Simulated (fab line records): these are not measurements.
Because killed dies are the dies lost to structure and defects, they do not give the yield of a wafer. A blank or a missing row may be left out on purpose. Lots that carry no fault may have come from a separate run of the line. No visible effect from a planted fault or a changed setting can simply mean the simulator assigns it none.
Code-filled problem report in 8D (eight disciplines) form :: flow berkeleyCmos170 :: the parts of the form that need people (team, actions taken, sign-off) are left out

== 1. THE ISSUE ==
V2_TEOS_THK at UCB170_V2_THK_MEAS_01 reads a mean of 2254 nm on 2 wafers of 2 lots; wafers without a fault read 2006 nm with a standard deviation of 27. Measured from the usual mean, that is +9.2 standard deviations.
First observed at day 10 13:25: wafer L928.1, on filmMetro-01. At this step, 42 wafers from 14 lots have a number in the record. By rule, "out" or "out of limits" means more than 4 standard deviations away from the usual mean. Any other wafer with a number is counted as sound.

== 2. WHAT IT IS AND WHAT IT IS NOT ==
question: which readings at this step
is: V2_TEOS_THK
is not: -

question: which lots
is: L928, L929
is not: L916, L917, L918, L919, L920, L930, L931, L934, L936, L937, L938, L939

question: which wafers of those lots
is: L928.1, L929.5
is not: L928.4, L928.5, L929.2, L929.6

question: read on which gauges
is: filmMetro-01
is not: filmMetro-02, filmMetro-04

question: when
is: from day 10 13:25
is not: up to then (17 sound wafers); but 23 sound wafers of L929, L930, L931, L934, L936, L937, L938, L939 came after

== 3. SUSPECTS, AND WHAT RULES EACH OUT ==
Counting: if a tool at a process step up to the reading ran every lot that is out, it stays a suspect. Sound lots after the first of them don't rule it out here, since some wafers of a struck lot are sound.
- ruled out: the gauge at UCB170_V2_THK_MEAS_01. All the wafers that are out were read on filmMetro-01, but those of them that UCB170_V2_CVD_00 has rows for are out there too, on other tools.
- pecvd-02 at UCB170_V2_CVD_00 (deposits SiO2 from TEOS/O2, target thk 2000 nm, time 250 s): kept. Every lot that is out went through it, the first being L928 (day 10 13:16); the last sound lot it ran before that was L920 (day 8 02:52). Its own readings are out on those wafers: runLengthS.
- Within pecvd-02 at UCB170_V2_CVD_00: the wafers that are out ran in chamber 0; their sound lot-mates ran in chambers 1, 2.
Remaining after the count: pecvd-02 at UCB170_V2_CVD_00.

== 4. THE CAUSE (what the simulator had put in) ==
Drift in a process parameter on pecvd-02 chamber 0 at UCB170_V2_CVD_00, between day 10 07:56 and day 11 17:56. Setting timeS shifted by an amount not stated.
The count eliminated every tool but this one.

== 5. THE EFFECT CHAIN, in route order ==
Each row: a reading where the mean over the struck wafers with a number is more than 3 standard deviations away from the usual. Only readings whose record carries a usual standard deviation are examined. hours: median over the lots of the time between each lot's start at the first step of this table that gives one and its start at this step. sigmas: the change, counted in usual standard deviations.
hours: 0
step: UCB170_V2_CVD_00
reading: runLengthS
usual: 278.3 s
on struck wafers: 314.9
change: +36.6
sigmas: +59

hours: 0
step: UCB170_V2_THK_MEAS_01
reading: V2_TEOS_THK
usual: 2006 nm
on struck wafers: 2254
change: +248
sigmas: +9.2
It contains these process steps:
- UCB170_V2_CVD_00: deposits SiO2 from TEOS/O2, target thk 2000 nm, time 250 s.
At these later measuring or inspecting steps, every struck wafer for which the step has a row has a number for every such reading, and none has moved that far: UCB170_V2_OVL_MEAS_13.

== 6. HOW IT WOULD HAVE BEEN CAUGHT EARLIER ==
The first out-of-limits reading at a measuring or inspecting step in this record came at day 10 13:25, 5 hours after the fault's start at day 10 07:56.
The tool's own readings at UCB170_V2_CVD_00 were out on every struck wafer that the step has a row for (runLengthS): an alarm limit on them would have fired on the first of those.
L929, from the lots that are out (2), started UCB170_V2_CVD_00 on pecvd-02 later than day 10 13:25. A hold on the tool at that time would have spared it.
